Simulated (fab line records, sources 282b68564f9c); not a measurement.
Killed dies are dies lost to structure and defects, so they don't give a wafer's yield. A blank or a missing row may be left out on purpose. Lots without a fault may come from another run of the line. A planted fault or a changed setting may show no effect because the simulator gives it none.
Split-lot experiment | flow rit_cmos | 5 lots, 23 wafers read, on a route of 202 steps

THE SPLIT
At RIT_M1_EXPOSE_06 (exposes mask M12, target cd 2600 nm), the setting dose_mj was moved away from the recipe's 250 on 8 of the 23 wafers read, by +2.8% to +7.1%. The other wafers ran this setting at the recipe's value.

FROM THE SPLIT TO THE READING: what the file shows between them, 7 steps
- RIT_M1_PEB_07
- RIT_M1_DEVELOP_08: develop time 68 s
- RIT_M1_CD_MEAS_09: target cd 2600 nm
- RIT_M1_HARDBAKE_11: time 120 s
- RIT_M1_METAL_ETCH_12: etches Al in Cl2/BCl3, stops on SiO2, time 165 s, target depth 600 nm
- RIT_M1_STRIP_13: strips in nmp, time 600 s
- RIT_M1_STRIP_14: strips in O2, time 180 s

THE READING
cd_nm, in nm, at RIT_M1_CD_MEAS_90 (target cd 2600 nm). Fault-free wafers of this fab line usually give 2600 nm, standard deviation 3.7 nm.

wafer  | tool, chamber at the split | dose_mj as run | against the recipe | cd_nm, nm | against lot-mates on the recipe
L074.1 | iline_stepper-02, 0        | 250            | recipe             | 2600      | -
L074.2 | iline_stepper-02, 0        | 250            | recipe             | 2596      | -
L074.3 | iline_stepper-02, 0        | 250            | recipe             | 2600      | -
L074.5 | iline_stepper-02, 0        | 250            | recipe             | 2598      | -
L074.6 | iline_stepper-02, 0        | 250            | recipe             | 2595      | -
L078.1 | iline_stepper-01, 0        | 260.8          | +4.3%              | 2590      | -10
L078.3 | iline_stepper-01, 0        | 250            | recipe             | 2599      | -
L078.4 | iline_stepper-01, 0        | 260.8          | +4.3%              | 2594      | -6
L078.5 | iline_stepper-01, 0        | 260.8          | +4.3%              | 2588      | -12
L078.6 | iline_stepper-01, 0        | 250            | recipe             | 2602      | -
L079.1 | iline_stepper-02, 0        | 250            | recipe             | 2602      | -
L079.4 | iline_stepper-02, 0        | 250            | recipe             | 2603      | -
L079.5 | iline_stepper-02, 0        | 250            | recipe             | 2602      | -
L082.2 | iline_stepper-01, 0        | 257            | +2.8%              | 2593      | -7
L082.3 | iline_stepper-01, 0        | 250            | recipe             | 2601      | -
L082.4 | iline_stepper-01, 0        | 250            | recipe             | 2600      | -
L082.5 | iline_stepper-01, 0        | 250            | recipe             | 2598      | -
L082.6 | iline_stepper-01, 0        | 257            | +2.8%              | 2592      | -8
L085.1 | iline_stepper-02, 0        | 250            | recipe             | 2604      | -
L085.2 | iline_stepper-02, 0        | 267.7          | +7.1%              | 2587      | -18
L085.3 | iline_stepper-02, 0        | 267.7          | +7.1%              | 2586      | -20
L085.4 | iline_stepper-02, 0        | 250            | recipe             | 2607      | -
L085.6 | iline_stepper-02, 0        | 267.7          | +7.1%              | 2586      | -20

THE FIT
A straight line over all 23 wafers: cd_nm changes by -2.09 nm for each +1% of dose_mj; r = -0.90; the points scatter about the line by 2.8 nm.
The same after taking each lot's own level away (the mean of its wafers on the recipe; 23 wafers): -2.61 nm for each +1%; r = -0.97; scatter 1.7 nm.
On that fit, the largest move of dose_mj shifts the reading by 18 nm.
The lots' own levels span 2597.8 to 2605.5 nm, that is 2.1 times the standard deviation above.
So the lot-to-lot level changes the slope: the two fits differ.
Check: with one of the wafers moved furthest among these (+7.1%) left out of the fit, the line predicts -18.3 nm for it against its lot-mates. It came out at -18.5 nm against them.

THE WHOLE CHAIN: every reading that the file lists as answering this split, in the file's order
step                 | what it does                                                          | reading                                                   | change (the file's fit)              | r (the file's)
RIT_M1_DEVELOP_08    | develop time 68 s                                                     | M1.cd_nm (the simulator's own value, which no gauge read) | -2.7 nm for each +1% of the setting  | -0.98
RIT_M1_CD_MEAS_09    | target cd 2600 nm                                                     | cd_nm                                                     | -2.71 nm for each +1% of the setting | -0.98
RIT_M1_METAL_ETCH_12 | etches Al in Cl2/BCl3, stops on SiO2, time 165 s, target depth 600 nm | M1.cd_nm (the simulator's own value, which no gauge read) | -2.62 nm for each +1% of the setting | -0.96
RIT_M1_CD_MEAS_90    | target cd 2600 nm                                                     | cd_nm                                                     | -2.64 nm for each +1% of the setting | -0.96

THE FILE'S OWN FIT
cd_nm changes by -2.64 nm for each +1% of dose_mj, r = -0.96.
